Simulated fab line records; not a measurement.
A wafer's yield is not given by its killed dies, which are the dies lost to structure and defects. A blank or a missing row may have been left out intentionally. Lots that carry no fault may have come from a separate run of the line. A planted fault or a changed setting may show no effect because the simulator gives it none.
What tool caused it? ; flow ritCmos ; 13 lots with 39 wafers sampled at 6 steps, on a route of 202 steps

WHAT THE GAUGES READ, wafer by wafer
RIT_PWELL_TW_MEAS_10.
lot;measured;on;PWELL_TW
L401;day 2 00:12;filmMetro-03;947 941 946
L402;day 2 04:51;filmMetro-04;949 950 955
L403;day 2 09:41;filmMetro-03;945 945 945
L404;day 2 14:17;filmMetro-04;953 953 956
L408;day 3 09:49;filmMetro-02;942 945 953
L410;day 3 21:29;filmMetro-03;942 940 944
L411;day 4 00:49;filmMetro-02;944 948 943
L415;day 4 20:35;filmMetro-04;955 951 953
L416;day 5 02:32;filmMetro-02;944 948 947
L417;day 5 07:25;filmMetro-03;948 945 945
L419;day 5 16:37;filmMetro-02;941 939 939
L423;day 6 12:31;filmMetro-03;940 944 942
L424;day 6 17:30;filmMetro-02;942 946 951

RIT_GATE_THK_MEAS_09.
lot;measured;on;GATE_POLY_THK (nm)
L401;day 2 12:44;filmMetro-01;252.1 251.7 251.4
L402;day 2 17:43;filmMetro-02;252.1 249.6 250.1
L403;day 2 21:49;filmMetro-01;250.1 248.3 249.5
L404;day 3 02:17;filmMetro-03;248.9 247.6 247.4
L408;day 3 21:58;filmMetro-01;252.0 252.3 253.2
L410;day 4 09:40;filmMetro-03;282.9 282.4 284.5
L411;day 4 12:59;filmMetro-02;282.4 284.1 285.1
L415;day 5 09:01;filmMetro-02;249.5 248.9 249.6
L416;day 5 15:40;filmMetro-03;249.7 248.6 250.1
L417;day 5 19:28;filmMetro-02;251.8 251.0 251.4
L419;day 6 05:04;filmMetro-02;254.3 253.1 253.2
L423;day 7 01:23;filmMetro-02;254.4 253.7 250.2
L424;day 7 06:09;filmMetro-02;248.9 251.5 251.7

RIT_M1_OVL_MEAS_10.
lot;measured;on;M1_OVL (nm)
L401;day 3 12:29;overlay-02;-0.7 -2.8 -1.4
L402;day 3 12:49;overlay-01;-1.6 -2.4 -4.0
L403;day 3 16:26;overlay-02;1.5 0.7 -1.0
L404;day 3 20:43;overlay-01;-0.4 1.0 0.7
L408;day 4 16:36;overlay-02;-3.4 -0.1 -1.4
L410;day 5 04:08;overlay-01;-3.0 -1.2 -2.8
L411;day 5 10:04;overlay-01;-1.4 -1.4 -1.5
L415;day 6 04:55;overlay-02;-2.4 -1.9 -2.5
L416;day 6 10:21;overlay-02;-4.7 -3.7 -2.9
L417;day 6 14:13;overlay-01;-2.8 -1.5 -2.9
L419;day 7 00:04;overlay-01;-2.2 -1.3 -2.3
L423;day 7 20:19;overlay-01;-0.6 -0.4 -1.8
L424;day 8 01:32;overlay-01;0.4 -1.1 -1.1

TOOL THAT RAN EACH LOT (tool first, then ch and the chambers of the sampled wafers, then the start)
lot;RIT_GATE_CVD_08;RIT_GATE_ETCH_19;RIT_SILICIDE_RTA_06
L401;lpcvd-01 ch 1, day 2 11:08;rieSi-01 ch 0,1,3, day 2 14:05;rtpAnneal-02 ch 0, day 3 08:20
L402;lpcvd-01 ch 1, day 2 16:05;rieSi-02 ch 1,3, day 2 18:56;rtpAnneal-02 ch 0, day 3 08:41
L403;lpcvd-02 ch 1, day 2 20:12;rieSi-01 ch 0,2, day 2 23:14;rtpAnneal-01 ch 0, day 3 12:38
L404;lpcvd-01 ch 1, day 3 00:40;rieSi-02 ch 0,2,3, day 3 03:29;rtpAnneal-02 ch 0, day 3 16:55
L408;lpcvd-01 ch 0, day 3 20:21;rieSi-02 ch 0,1,3, day 3 23:11;rtpAnneal-02 ch 0, day 4 12:34
L410;lpcvd-02 ch 1, day 4 08:03;rieSi-02 ch 0,2, day 4 11:03;rtpAnneal-02 ch 0, day 5 00:15
L411;lpcvd-02 ch 1, day 4 11:22;rieSi-01 ch 0,1,3, day 4 15:59;rtpAnneal-01 ch 0, day 5 05:49
L415;lpcvd-02 ch 0, day 5 07:23;rieSi-01 ch 1,2,3, day 5 10:41;rtpAnneal-01 ch 0, day 6 00:54
L416;lpcvd-02 ch 0, day 5 14:02;rieSi-02 ch 0,2, day 5 16:59;rtpAnneal-02 ch 0, day 6 06:34
L417;lpcvd-01 ch 1, day 5 17:50;rieSi-01 ch 0,2,3, day 5 20:40;rtpAnneal-01 ch 0, day 6 10:18
L419;lpcvd-01 ch 1, day 6 03:26;rieSi-01 ch 0,1,2, day 6 06:24;rtpAnneal-01 ch 0, day 6 19:59
L423;lpcvd-01 ch 0, day 6 23:46;rieSi-01 ch 1,3, day 7 02:36;rtpAnneal-01 ch 0, day 7 16:25
L424;lpcvd-01 ch 1, day 7 04:32;rieSi-02 ch 1,2,3, day 7 07:29;rtpAnneal-02 ch 0, day 7 21:35
- RIT_GATE_CVD_08: deposits poly-Si from SiH4, target thk 250 nm, time 2220 s.
- RIT_GATE_ETCH_19: etches poly-Si in SF6/CHF3/O2, stops on SiO2, time 165 s, target depth 312.5 nm.
- RIT_SILICIDE_RTA_06: time 10 s, ramp up 5 s, ramp down 10 s.

WHAT THE TOOLS THEMSELVES READ (means of the sampled wafers that have a number; where no wafer has one, the mark that the record gives instead)
RIT_GATE_CVD_08.
lot;tool;pressureMtorr (mTorr);sih4FlowSccm (sccm);zonePowerCentrePct (%)
L401;lpcvd-01;300.2;100.1;27.7
L402;lpcvd-01;300.8;99.9;27.7
L403;lpcvd-02;300.5;100.3;28.1
L404;lpcvd-01;300.2;100.3;28.1
L408;lpcvd-01;299.5;100.1;25.6
L410;lpcvd-02;299.3;99.9;27.9
L411;lpcvd-02;300.6;100.3;27.3
L415;lpcvd-02;300.8;99.8;23.5
L416;lpcvd-02;300.7;100.5;23.3
L417;lpcvd-01;300.2;99.7;27.8
L419;lpcvd-01;299.8;99.7;27.8
L423;lpcvd-01;300.4;100.0;25.9
L424;lpcvd-01;300.8;99.9;27.9

RIT_GATE_ETCH_19.
lot;tool;O2_flow_sccm (sccm);drypumpMotorCurrentA (A);oesProductAu (a.u.);throttleValvePct (%)
L401;rieSi-01;5.003;6.0;0.856;10.31
L402;rieSi-02;4.994;5.0;0.852;10.16
L403;rieSi-01;4.989;5.8;0.853;10.24
L404;rieSi-02;5.001;5.3;0.849;10.15
L408;rieSi-02;4.998;5.3;0.857;10.18
L410;rieSi-02;4.992;5.5;0.940;10.15
L411;rieSi-01;4.996;6.1;0.931;10.32
L415;rieSi-01;5.013;5.9;0.843;10.24
L416;rieSi-02;4.988;5.6;0.861;10.16
L417;rieSi-01;5.000;5.9;0.851;10.16
L419;rieSi-01;5.003;5.8;0.854;10.33
L423;rieSi-01;5.012;6.2;0.855;10.22
L424;rieSi-02;5.009;4.9;0.846;10.19

RIT_SILICIDE_RTA_06.
lot;tool;wafer_temp_C_max
L401;rtpAnneal-02;753.1
L402;rtpAnneal-02;752.5
L403;rtpAnneal-01;752.7
L404;rtpAnneal-02;752.8
L408;rtpAnneal-02;752.9
L410;rtpAnneal-02;753.3
L411;rtpAnneal-01;753.2
L415;rtpAnneal-01;752.3
L416;rtpAnneal-02;753.1
L417;rtpAnneal-01;752.7
L419;rtpAnneal-01;752.6
L423;rtpAnneal-01;752.9
L424;rtpAnneal-02;752.2

THE ANSWER, worked out from the rows above alone
Rule: the lots themselves supply what counts as usual. Put in order of their means at a reading, lots are off if they are a third of the lots or fewer, leave a main group of 4 or more, and stand apart from it by a gap of 3 or more times the standard deviation of the main group's means; of several such gaps the widest counts. Not used: any main group whose means are identical at the precision the tables above print for the reading. Also off: a lot with no number at a reading for which 4 or more lots have one. All remaining lots with rows at the step are treated as sound. Order of review: gauges by route order, followed by the tools' own readings, for which a lot's mean as printed above is used. At the first step where some lot is off, the reading lying furthest off is the one used; lots without a number count as furthest.
Off: L410, L411, at RIT_GATE_THK_MEAS_09 (GATE_POLY_THK). The main group: mean 250.8 nm, standard deviation 1.6.
If a tool, at a process step before that reading, ran all the lots that are off and no sound lot after the first of them, it fits. Not tried: the gauges at RIT_GATE_THK_MEAS_09; whatever is off there is also off at RIT_GATE_ETCH_19, on other tools, and gauge error can't account for it. Of those tried, none fits.

WHAT THE SIMULATOR HAD PUT IN
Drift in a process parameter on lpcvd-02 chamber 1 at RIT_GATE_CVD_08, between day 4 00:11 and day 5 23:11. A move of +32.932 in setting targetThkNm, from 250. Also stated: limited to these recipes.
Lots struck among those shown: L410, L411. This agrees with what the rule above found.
